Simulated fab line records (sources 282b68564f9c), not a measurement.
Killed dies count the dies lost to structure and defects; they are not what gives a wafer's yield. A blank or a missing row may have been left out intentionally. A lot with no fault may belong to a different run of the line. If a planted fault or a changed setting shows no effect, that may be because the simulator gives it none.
The same fault as seen by 2 desks | flow rit-cmos | every desk sees just its own numbers, and what lay behind them comes last

## TOOL OWNER'S DESK, implanter-02
The tool's own readings at RIT_PRETRO_IMPLANT_08, given as means over the sampled wafers that have a number, one for each lot that went through this tool. Any lot whose mean is over 4 standard deviations away from the usual mean is out of limits and marked OUT; that distance is given in the brackets.
Columns: A = dose-ions-cm2 at RIT_PRETRO_IMPLANT_08, usual 1.2e+13; B = faraday-current-uA at RIT_PRETRO_IMPLANT_08, usual 38.0
lot  | first seen here | A                         | B
L737 | day 2 22:24     | 1.2e+13                   | 37.7
L739 | day 3 04:45     | 1.2e+13                   | 37.9
L742 | day 3 18:58     | 1.2e+13                   | 37.9
L743 | day 4 02:04     | 1.2e+13                   | 37.9
L750 | day 5 11:26     | 1.2e+13                   | 38.1
L752 | day 5 22:32     | 1.2e+13                   | 38.2
L754 | day 6 07:52     | 8.7e+12 (-99 or more) OUT | 27.2 (-15) OUT
L755 | day 6 13:11     | 8.7e+12 (-99 or more) OUT | 27.6 (-14) OUT
L756 | day 6 17:55     | 8.7e+12 (-99 or more) OUT | 27.5 (-14) OUT
Finding of this desk: L754, L755, L756 out of limits; the first was L754 at day 6 07:52, on dose-ions-cm2 at RIT_PRETRO_IMPLANT_08. L737, L739, L742, L743, L750, L752: within limits.

## METROLOGY DESK
What the gauges read for every lot (on any tool): the sampled wafers with a number, averaged. Any lot whose mean is over 4 standard deviations away from the usual mean is out of limits and marked OUT; that distance is given in the brackets.
Columns: A = PRETRO_TW at RIT_PRETRO_TW_MEAS_10, usual 471
lot  | first seen here | A
L735 | day 2 10:05     | 474
L736 | day 2 15:04     | 478
L737 | day 2 22:43     | 477
L739 | day 3 05:03     | 476
L740 | day 3 11:25     | 476
L742 | day 3 19:16     | 475
L743 | day 4 02:22     | 473
L745 | day 4 16:14     | 461
L748 | day 5 05:24     | 464
L749 | day 5 10:02     | 462
L750 | day 5 11:46     | 463
L752 | day 5 22:51     | 475
L754 | day 6 08:09     | 430 (-7.0) OUT
L755 | day 6 13:30     | 431 (-6.8) OUT
L756 | day 6 18:22     | 423 (-8.2) OUT
This desk finds L754, L755, L756 out of limits, with the earliest case on L754 at day 6 08:09 (PRETRO_TW at RIT_PRETRO_TW_MEAS_10). L735, L736, L737, L739, L740, L742, L743, L745, L748, L749, L750, L752: within limits.

## BROUGHT TOGETHER
On L754, L755, L756, at day 6 07:52, an alarm was possible from the tool owner's desk.
On L754, L755, L756, the metrology desk was in a position to raise an alarm at day 6 08:09.
The lots listed all ran RIT_PRETRO_IMPLANT_08 on implanter-02.

## WHAT WAS PUT IN BY THE SIMULATOR
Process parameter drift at RIT_PRETRO_IMPLANT_08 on implanter-02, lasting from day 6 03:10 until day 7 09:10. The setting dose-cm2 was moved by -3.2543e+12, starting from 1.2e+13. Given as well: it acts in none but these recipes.
Lots struck among those shown: L754, L755, L756.
Hours from the fault's start to each desk's first reading out of limits: the tool owner's desk, 5; the metrology desk, 5.
